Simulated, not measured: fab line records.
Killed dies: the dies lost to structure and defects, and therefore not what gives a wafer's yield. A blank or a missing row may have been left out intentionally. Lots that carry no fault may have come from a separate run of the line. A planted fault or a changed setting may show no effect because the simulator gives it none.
Chamber matching | flow berkeley-cmos170 | UCB170_SPACER_ETCHBACK_03 on rie-diel-01 has 4 sister chambers
The step etches SiO2 in CHF3/CF4/Ar, stops on Si, target depth 376 nm, time 100 s. 4 wafers are shown with their chamber, then 6 later ones without.

WAFERS, EACH WITH ITS CHAMBER
wafer  | chamber | drypump-motor-current-A (A)
L644.4 | 1       | 4.7
L648.1 | 2       | 6.4
L649.2 | 3       | 5.3
L649.5 | 0       | 6.3

WAFERS MISSING THEIR CHAMBER
wafer  | drypump-motor-current-A (A)
L654.2 | 6.4
L654.5 | 4.7
L654.6 | 5.3
L655.1 | 4.7
L655.2 | 5.4
L655.6 | 5.4

WHICH CHAMBER EACH WENT THROUGH
wafer  | from the rows above     | in truth
L654.2 | can't be placed: 2 or 0 | 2
L654.5 | 1                       | 1
L654.6 | 3                       | 3
L655.1 | 1                       | 1
L655.2 | 3                       | 3
L655.6 | 3                       | 3
5 of 6 placed correctly. Can't be placed from these rows: 1 (the true chamber is among the candidates in 1). Number placed wrongly: 0.
How it was worked out, from the rows above alone: a wafer's distance from a chamber is the root of the sum, over the readings, of the square of ((its reading less the chamber's mean) divided by the reading's scatter). The wafer belongs to the nearest chamber; if the next one is less than 2 further off, it can't be placed. For every chamber, the mean is computed from those of its wafers that are shown. The scatter: root of mean squared gap, hidden wafer to nearest shown wafer, with one shown wafer a chamber.
